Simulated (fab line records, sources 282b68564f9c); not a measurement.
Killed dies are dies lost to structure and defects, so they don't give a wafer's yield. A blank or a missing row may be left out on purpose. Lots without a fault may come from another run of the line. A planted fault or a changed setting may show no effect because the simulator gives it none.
fab line records | flow rit_cmos
record lots=14 wafers=41 last_day=7
route steps=202 shown M1@196
lots that met no fault: from a run of the same line without faults
start_h: hours from the record's first day to the start of the lot's first wafer shown | wait_h: hours since the lot's step before | " the same as in the row above | L1.1+2: a row that stands for several wafers | - no value, or no start given | * or withheld: withheld | < > ~ a bound
route shown NAME@n: a module of which the file shows steps, and the number in the route of the first | usual: mean/standard deviation of fault-free wafers | same: alike in all rows | chamber/n: place in a boat | sites: the reading at each site | _std_site: their standard deviation | _edge_site: outer sites' mean less inner sites' | radius_mm: how far each site lies from the wafer's centre | mask NAME#n: copy n | behind: the tool/chamber that last shaped the wafer | hold: why the lot was held/for how many hours/how that ended | device: the transistor (n, p or np) that didn't switch | end of line: the same wafers' tests at the end of the route | a step without rows: its recipe alone | killed: dies lost to structure and defects at the first sort, not the wafer's yield | map: a wafer's dies, x killed, . not, _ none there
set.NAME: the setting as run; set.NAME@STEP: as run at that earlier step | model.NAME: the simulator's own value behind a step, which no gauge read
steps of the route over a sample of lots; a table a step, a row a wafer
services: from which hour (start_h, from the record's first day; less than 0 if before it) a tool's chamber was out of use, for how many hours, and why
## steps
# step RIT_M1_METAL_ETCH_12
# recipe stop_on=SiO2 chemistry=Cl2/BCl3 target=Al time_s=165 over_etch_frac=0.5 pressure_mtorr=100 target_depth_a=6000 rf_w=250 Cl2_flow_sccm=60 bcl3_flow_sccm=50
# usual chamber_pressure_mTorr=100.00/0.094 drypump_motor_current_A=5.5/0.3 oes_product_au=0.792/0.011 run_length_s=193.4/0.55 throttle_valve_pct=8.29/0.058
# columns lot.wafer tool chamber start_h wait_h chamber_pressure_mTorr drypump_motor_current_A oes_product_au rf_hours_counter_h run_length_s throttle_valve_pct
L357.1 rie_metal-01 0 56.92 0.2 99.87 4.9 0.798 4 193.8 8.27
L357.2 " 1 " " 100.08 5.8 0.783 4 193.6 8.22
L357.6 " 0 " " 100.11 5.0 0.784 - 193.8 8.28
L358.1 rie_metal-04 1 59.63 0.2 100.14 5.5 0.814 1 193.1 8.23
L358.2 " 0 " " 100.08 5.7 0.796 1 192.1 8.38
L358.4 " 1 " " 99.90 5.5 0.802 - 193.6 8.23
L359.3 rie_metal-02 1 63.93 0.2 100.04 5.7 0.789 - 193.2 8.32
L359.4 " 0 " " 99.91 5.6 0.799 - 193.4 8.36
L359.5 " 1 " " 99.97 5.7 0.788 - 194.0 8.31
L360.1 rie_metal-01 1 71.31 0.2 99.98 5.8 0.783 4 193.9 8.23
L360.3 " 1 " " 100.01 5.8 0.779 - 193.7 8.23
L360.4 " 1 " " 100.11 5.8 0.782 - 193.5 8.22
L361.1 rie_metal-04 1 78.98 0.2 100.07 5.5 0.809 1 193.3 8.22
L361.4 " 1 " " 100.12 5.5 0.804 - 193.5 8.23
L361.5 " 1 " " 99.94 5.5 0.807 - 193.8 8.23
L362.2 rie_metal-02 0 81.77 0.2 100.12 5.5 0.800 39 193.3 8.37
L362.4 " 1 " " 99.99 5.7 0.801 - 193.6 8.32
L362.5 " 0 " " 99.99 5.6 0.798 - 193.4 8.34
L363.3 rie_metal-01 1 86.77 0.2 99.99 5.9 0.782 - 193.5 8.23
L363.4 " 1 " " 99.83 5.9 0.777 - 193.8 8.23
L363.5 " 1 " " 100.01 5.9 0.778 - 193.4 8.23
L364.1 rie_metal-04 0 90.46 0.2 99.99 5.7 0.806 1 192.5 8.38
L364.3 " 0 " " 99.90 5.6 0.806 - 192.6 8.39
L364.5 " 1 " " 100.01 5.5 0.805 - 193.6 8.24
L372.4 rie_metal-01 1 134.47 0.1 100.06 5.9 0.687 - 239.9 8.23
L372.5 " 1 " " 99.96 5.8 0.678 - 240.0 8.25
L373.1 rie_metal-01 1 136.44 0.2 100.09 5.9 0.688 6 240.2 8.24
L373.5 " 0 " " 100.13 5.0 0.691 - 240.2 8.27
L373.6 " 1 " " 99.94 5.9 0.689 - 239.7 8.24
L374.1 rie_metal-04 1 142.51 0.2 100.00 5.5 0.821 1 193.8 8.24
L374.2 " 0 " " 100.03 5.7 0.802 1 192.3 8.38
L374.5 " 0 " " 99.83 5.7 0.805 - 192.1 8.37
L376.1 rie_metal-04 1 150.76 0.2 100.12 5.5 0.799 2 193.5 8.24
L376.4 " 1 " " 100.07 5.5 0.814 - 193.8 8.24
L376.5 " 1 " " 100.03 5.5 0.802 - 193.5 8.25
L378.1 rie_metal-02 1 159.66 0.2 99.93 5.7 0.799 0 193.2 8.31
L378.2 " 0 " " 99.97 5.6 0.797 0 193.5 8.35
L378.5 " 1 " " 100.05 5.7 0.788 - 193.3 8.31
L379.2 rie_metal-04 1 166.17 0.2 100.06 5.5 0.808 2 193.2 8.23
L379.3 " 1 " " 100.05 5.5 0.803 - 193.4 8.23
L379.5 " 1 " " 99.80 5.5 0.805 - 193.7 8.24
# step RIT_M1_CD_MEAS_90
# recipe target_cd_nm=2600
# usual cd_nm=2600.5/2.3
# columns lot.wafer tool chamber start_h wait_h cd_nm
L357.1 cd_sem-01 - 57.43 0.1 2599.6
L357.2 " - " " 2601.7
L357.6 " - " " 2599.8
L358.1 cd_sem-01 - 60.14 0.1 2604.0
L358.2 " - " " 2601.1
L358.4 " - " " 2606.1
L359.3 cd_sem-01 - 64.43 0.1 2599.1
L359.4 " - " " 2602.8
L359.5 " - " " 2600.7
L360.1 cd_sem-01 - 71.99 0.1 2604.0
L360.3 " - " " 2604.5
L360.4 " - " " 2603.2
L361.1 cd_sem-02 - 79.49 0.1 2601.6
L361.4 " - " " 2598.5
L361.5 " - " " 2602.0
L362.2 cd_sem-02 - 82.30 0.1 2600.0
L362.4 " - " " 2600.1
L362.5 " - " " 2600.6
L363.3 cd_sem-01 - 87.37 0.1 2599.3
L363.4 " - " " 2599.6
L363.5 " - " " 2601.4
L364.1 cd_sem-01 - 90.99 0.1 2604.7
L364.3 " - " " 2604.2
L364.5 " - " " 2603.1
L372.4 cd_sem-01 - 134.99 0.1 2595.2
L372.5 " - " " 2594.1
L373.1 cd_sem-02 - 136.95 0.1 2596.7
L373.5 " - " " 2588.5
L373.6 " - " " 2593.7
L374.1 cd_sem-02 - 143.02 0.1 2600.5
L374.2 " - " " 2601.5
L374.5 " - " " 2600.5
L376.1 cd_sem-02 - 151.27 0.1 2601.3
L376.4 " - " " 2600.0
L376.5 " - " " 2603.2
L378.1 cd_sem-01 - 160.17 0.1 2603.2
L378.2 " - " " 2598.9
L378.5 " - " " 2597.3
L379.2 cd_sem-02 - 166.70 0.1 2600.9
L379.3 " - " " 2603.3
L379.5 " - " " 2600.8
# step RIT_M1_PROBE_99
# usual defect_limited_yield=97.4/1.1 killed_at_contacts=0.1/0.27 killed_at_front_end=7/3 killed_dies=7.0/3 killed_on_rim=1.8/1.4 killed_open=3.5/2.1 killed_short=3.4/1.9 sort_bin_3_pad_short=0.1/0.19 sort_bin_5_function=1.4/0.77 sort_bin_6_memory=1.1/0.72 sort_n_pass=257.0/3 sort_yield_pct=97.4/1.1
# same gross_dies=264 killed_at_M0_to_M3=0 killed_at_M4_up=0 killed_at_back_side=0 killed_at_other=0
# columns lot.wafer tool chamber start_h wait_h defect_limited_yield[%] killed_at_contacts killed_at_front_end killed_dies killed_on_rim killed_open killed_short sort_bin_3_pad_short[%] sort_bin_5_function[%] sort_bin_6_memory[%] sort_n_pass sort_yield_pct[%]
L357.1 prober-02 - 62.54 0.1 96.6 0 9 9 4 2 7 0 2.3 1.1 255.0 96.6
L357.2 prober-02 - 62.59 0.1 96.2 0 10 10 2 5 5 0 3.0 0.8 254.0 96.2
L357.6 prober-02 - 62.79 0.2 96.6 0 9 9 1 5 4 0.4 1.5 1.5 255.0 96.6
L358.1 prober-01 - 62.54 0.1 99.2 0 2 2 0 0 2 0 0.4 0.4 262.0 99.2
L358.2 prober-01 - 62.59 0.1 97.0 0 8 8 1 8 0 0 2.3 0.8 256.0 97.0
L358.4 prober-01 - 62.69 0.2 95.8 0 11 11 3 3 8 0.4 1.9 1.9 253.0 95.8
L359.3 prober-01 - 66.23 0.2 98.9 0 3 3 1 1 2 0 1.1 0 261.0 98.9
L359.4 prober-01 - 66.28 0.2 97.3 0 7 7 3 6 1 0 1.5 1.1 257.0 97.3
L359.5 prober-01 - 66.33 0.2 98.5 0 4 4 0 0 4 0.4 0.4 0.8 260.0 98.5
L360.1 prober-02 - 73.73 0.1 97.3 0 7 7 1 5 2 0 1.9 0.8 257.0 97.3
L360.3 prober-02 - 73.83 0.2 96.6 0 9 9 1 6 3 0.4 1.9 1.1 255.0 96.6
L360.4 prober-02 - 73.88 0.2 98.9 0 3 3 0 1 2 0 0.8 0.4 261.0 98.9
L361.1 prober-01 - 81.23 0.1 98.9 0 3 3 0 2 1 0 0.8 0.4 261.0 98.9
L361.4 prober-01 - 81.38 0.2 98.1 0 5 5 1 3 2 0 1.5 0.4 259.0 98.1
L361.5 prober-01 - 81.43 0.2 98.5 0 4 4 1 1 3 0 0.8 0.8 260.0 98.5
L362.2 prober-02 - 84.07 0.1 95.8 0 11 11 1 5 5 0 2.3 1.9 253.0 95.8
L362.4 prober-02 - 84.17 0.2 96.2 0 10 10 4 1 8 0 1.5 2.3 254.0 96.2
L362.5 prober-02 - 84.22 0.2 96.2 0 10 10 4 5 5 0.4 1.9 1.5 254.0 96.2
L363.3 prober-01 - 89.17 0.2 97.3 0 7 7 0 2 5 0.4 2.3 0 257.0 97.3
L363.4 prober-01 - 89.22 0.2 98.5 0 4 4 1 1 3 0.4 0.4 0.8 260.0 98.5
L363.5 prober-01 - 89.27 0.2 99.2 0 2 2 1 2 0 0 0.4 0.4 262.0 99.2
L364.1 prober-02 - 95.29 0.1 95.5 0 12 12 2 5 7 0 3.0 1.5 252.0 95.5
L364.3 prober-02 - 95.39 0.2 96.6 0 9 9 5 4 5 0 1.5 1.9 255.0 96.6
L364.5 prober-02 - 95.49 0.2 99.2 0 2 2 0 1 1 0.4 0 0.4 262.0 99.2
L372.4 prober-02 - 136.82 0.2 97.3 0 7 7 3 4 3 0 1.1 1.5 257.0 97.3
L372.5 prober-02 - 136.87 0.2 97.7 0 6 6 1 4 2 0 1.5 0.8 258.0 97.7
L373.1 prober-01 - 138.69 0.1 98.1 1 4 5 0 2 3 0.4 1.5 0 259.0 98.1
L373.5 prober-01 - 138.89 0.2 97.3 0 7 7 3 3 4 0 0.4 2.3 257.0 97.3
L373.6 prober-01 - 138.94 0.2 98.1 0 5 5 0 2 3 0 1.1 0.8 259.0 98.1
L374.1 prober-02 - 144.79 0.1 96.2 0 10 10 3 6 4 0 1.9 1.9 254.0 96.2
L374.2 prober-02 - 144.84 0.1 98.5 0 4 4 1 1 3 0 0.8 0.8 260.0 98.5
L374.5 prober-02 - 144.99 0.2 97.7 0 6 6 1 5 1 0 1.1 1.1 258.0 97.7
L376.1 prober-02 - 153.30 0.1 98.9 0 3 3 1 2 1 0 0 1.1 261.0 98.9
L376.4 prober-02 - 153.45 0.2 98.1 0 5 5 0 1 4 0.4 0 1.5 259.0 98.1
L376.5 prober-02 - 153.50 0.2 97.0 0 8 8 1 5 3 0 1.5 1.5 256.0 97.0
L378.1 prober-02 - 163.67 0.1 96.2 0 10 10 5 4 6 0.4 2.3 1.1 254.0 96.2
L378.2 prober-02 - 163.72 0.1 98.1 0 5 5 2 2 3 0 1.5 0.4 259.0 98.1
L378.5 prober-02 - 163.87 0.2 97.3 0 7 7 1 3 4 0 1.5 1.1 257.0 97.3
L379.2 prober-01 - 168.47 0.1 97.3 0 7 7 0 4 3 0 1.9 0.8 257.0 97.3
L379.3 prober-01 - 168.52 0.2 97.7 0 6 6 2 3 3 0 1.5 0.8 258.0 97.7
L379.5 prober-01 - 168.62 0.2 97.3 0 7 7 0 4 3 0 0.8 1.9 257.0 97.3
# killed by level:class
L357.1 GATE:geometric_particle:short=3 FOX1:geometric_particle:short=2 FOX1:geometric_particle:open=1 GATE:geometric_particle:open=1 REOX:geometric_particle:short=1 SILICIDE:geometric_particle:short=1
L358.1 GATE:geometric_particle:short=1 SILICIDE:geometric_particle:short=1
L357.2 GATE:geometric_particle:open=4 SPACER:geometric_particle:short=2 FOX1:geometric_particle:short=1 GATE:geometric_particle:short=1 REOX:geometric_particle:short=1 SILICIDE:geometric_particle:open=1
L358.2 GATE:geometric_particle:open=4 REOX:geometric_particle:open=2 FOX1:geometric_particle:open=1 SILICIDE:geometric_particle:open=1
L358.4 SILICIDE:geometric_particle:short=3 GATE:geometric_particle:open=2 GATE:geometric_particle:short=2 SPACER:geometric_particle:short=2 FOX2:geometric_particle:short=1 FOX2:geometric_particle:open=1
L357.6 FOX1:geometric_particle:short=2 REOX:geometric_particle:open=2 FOX1:geometric_particle:open=1 FOX2:geometric_particle:open=1 GATE:geometric_particle:short=1 REOX:geometric_particle:short=1 SPACER:geometric_particle:open=1
L359.3 GATE:geometric_particle:short=1 SPACER:geometric_particle:open=1 SILICIDE:geometric_particle:short=1
L359.4 SILICIDE:geometric_particle:open=3 GATE:geometric_particle:open=1 REOX:geometric_particle:open=1 REOX:geometric_particle:short=1 SPACER:geometric_particle:open=1
L359.5 GATE:geometric_particle:short=3 SILICIDE:geometric_particle:short=1
L360.1 GATE:geometric_particle:open=3 FOX2:geometric_particle:short=1 FOX2:geometric_particle:open=1 SPACER:geometric_particle:short=1 SPACER:geometric_particle:open=1
L360.3 SILICIDE:geometric_particle:open=3 FOX1:geometric_particle:open=2 GATE:geometric_particle:short=2 FOX2:geometric_particle:short=1 GATE:geometric_particle:open=1
L360.4 GATE:geometric_particle:open=1 GATE:geometric_particle:short=1 SILICIDE:geometric_particle:short=1
L361.1 FOX1:geometric_particle:open=1 GATE:geometric_particle:open=1 SPACER:geometric_particle:short=1
L361.4 FOX1:geometric_particle:open=2 FOX1:geometric_particle:short=1 REOX:geometric_particle:short=1 SPACER:geometric_particle:open=1
L361.5 SILICIDE:geometric_particle:short=2 REOX:geometric_particle:short=1 REOX:geometric_particle:open=1
L362.2 GATE:geometric_particle:open=2 SPACER:geometric_particle:short=2 SPACER:geometric_particle:open=2 FOX2:geometric_particle:short=1 GATE:geometric_particle:short=1 SILICIDE:geometric_particle:short=1 SILICIDE:geometric_particle:open=1 PRETRO:coat_microbubble_printed=1
L362.4 SPACER:geometric_particle:short=3 SILICIDE:geometric_particle:short=2 FOX1:geometric_particle:short=1 GATE:geometric_particle:short=1 REOX:geometric_particle:short=1 SPACER:geometric_particle:open=1 PRETRO:coat_microbubble_printed=1
L362.5 REOX:geometric_particle:short=2 SPACER:geometric_particle:open=2 SILICIDE:geometric_particle:open=2 FOX2:geometric_particle:open=1 GATE:geometric_particle:short=1 SPACER:geometric_particle:short=1 SILICIDE:geometric_particle:short=1
L363.3 GATE:geometric_particle:short=3 SILICIDE:geometric_particle:short=2 GATE:geometric_particle:open=1 REOX:geometric_particle:open=1
L363.4 REOX:geometric_particle:short=3 GATE:geometric_particle:open=1
L363.5 SPACER:geometric_particle:open=2
L364.1 GATE:geometric_particle:open=3 SPACER:geometric_particle:short=3 FOX1:geometric_particle:short=1 FOX2:geometric_particle:short=1 GATE:geometric_particle:short=1 SPACER:geometric_particle:open=1 SILICIDE:geometric_particle:short=1 SILICIDE:geometric_particle:open=1
L364.3 FOX1:geometric_particle:short=2 REOX:geometric_particle:open=2 FOX1:geometric_particle:open=1 FOX2:geometric_particle:open=1 GATE:geometric_particle:short=1 REOX:geometric_particle:short=1 SPACER:geometric_particle:short=1
L364.5 FOX2:geometric_particle:short=1 SPACER:geometric_particle:open=1
L372.4 FOX1:geometric_particle:open=2 GATE:geometric_particle:open=2 SPACER:geometric_particle:short=2 FOX1:geometric_particle:short=1
L372.5 FOX1:geometric_particle:short=1 FOX1:geometric_particle:open=1 GATE:geometric_particle:short=1 GATE:geometric_particle:open=1 SPACER:geometric_particle:open=1 SILICIDE:geometric_particle:open=1
L373.1 FOX1:geometric_particle:short=1 FOX2:geometric_particle:short=1 GATE:geometric_particle:short=1 GATE:geometric_particle:open=1 CONTACT:geometric_particle:open=1
L373.5 GATE:geometric_particle:short=3 GATE:geometric_particle:open=2 FOX1:geometric_particle:open=1 SILICIDE:geometric_particle:short=1
L373.6 GATE:geometric_particle:short=3 FOX1:geometric_particle:open=1 GATE:geometric_particle:open=1
L374.1 GATE:geometric_particle:open=4 GATE:geometric_particle:short=2 FOX2:geometric_particle:short=1 FOX2:geometric_particle:open=1 REOX:geometric_particle:short=1 SILICIDE:geometric_particle:open=1
L374.2 GATE:geometric_particle:short=2 SPACER:geometric_particle:open=1 SILICIDE:geometric_particle:short=1
L374.5 FOX2:geometric_particle:open=2 GATE:geometric_particle:open=2 FOX2:geometric_particle:short=1 REOX:geometric_particle:open=1
L376.1 REOX:geometric_particle:open=1 SPACER:geometric_particle:open=1 SILICIDE:geometric_particle:short=1
L376.4 GATE:geometric_particle:short=3 FOX2:geometric_particle:short=1 GATE:geometric_particle:open=1
L376.5 FOX1:geometric_particle:short=2 GATE:geometric_particle:open=2 FOX1:geometric_particle:open=1 FOX2:geometric_particle:open=1 SPACER:geometric_particle:open=1 SILICIDE:geometric_particle:short=1
L378.1 GATE:geometric_particle:short=2 FOX1:geometric_particle:open=1 FOX1:geometric_particle:short=1 FOX2:geometric_particle:short=1 FOX2:geometric_particle:open=1 GATE:geometric_particle:open=1 REOX:geometric_particle:short=1 REOX:geometric_particle:open=1
L378.2 GATE:geometric_particle:open=2 GATE:geometric_particle:short=2 SILICIDE:geometric_particle:short=1
L378.5 GATE:geometric_particle:open=3 REOX:geometric_particle:short=2 GATE:geometric_particle:short=1 SPACER:geometric_particle:short=1
L379.2 GATE:geometric_particle:open=3 GATE:geometric_particle:short=1 REOX:geometric_particle:short=1 SPACER:geometric_particle:open=1 SPACER:geometric_particle:short=1
L379.3 FOX1:geometric_particle:short=1 GATE:geometric_particle:open=1 REOX:geometric_particle:short=1 SPACER:geometric_particle:open=1 SILICIDE:geometric_particle:short=1 SILICIDE:geometric_particle:open=1
L379.5 FOX2:geometric_particle:open=2 GATE:geometric_particle:short=2 GATE:geometric_particle:open=2 FOX2:geometric_particle:short=1
## services
# columns tool chamber start_h hours kind
rie_metal-01 - 42.96 0.2 repair
rie_metal-01 0 61.42 26.3 repair
rie_metal-01 1 105.66 11.3 repair
rie_metal-02 - 136.12 20.0 pm
rie_metal-02 0 136.12 20.0 vent_cycle
rie_metal-02 1 136.12 20.0 vent_cycle
rie_metal-04 - 136.19 4.0 pm
rie_metal-02 0 156.12 - clean
rie_metal-02 1 156.12 - clean
rie_metal-01 - 164.96 0.3 repair
## key
first_sign step=RIT_M1_METAL_ETCH_12 reading=run_length_s direction=up sigmas=85 usual=* struck=*
effect step=RIT_M1_METAL_ETCH_12 reading=oes_product_au direction=down sigmas=9.7 usual=0.792 struck=0.686
effect step=RIT_M1_CD_MEAS_90 reading=cd_nm direction=down sigmas=2.9 usual=2600.5 struck=2593.7 through=control_loop
met_at RIT_M1_METAL_ETCH_12
struck_lots L372,L373
loop_trim step=RIT_M1_EXPOSE_06 setting=dose lots=L372,L373
onset_between 86.77 134.47
fault kind=process_parameter_drift tool=rie_metal-01 chamber=- onset_h=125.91 steps=RIT_M1_METAL_ETCH_12 channel=time_s offset=* shape=step end_h=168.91 stated=*
# loop_trim: a control loop set the setting to another value than it would have without faults
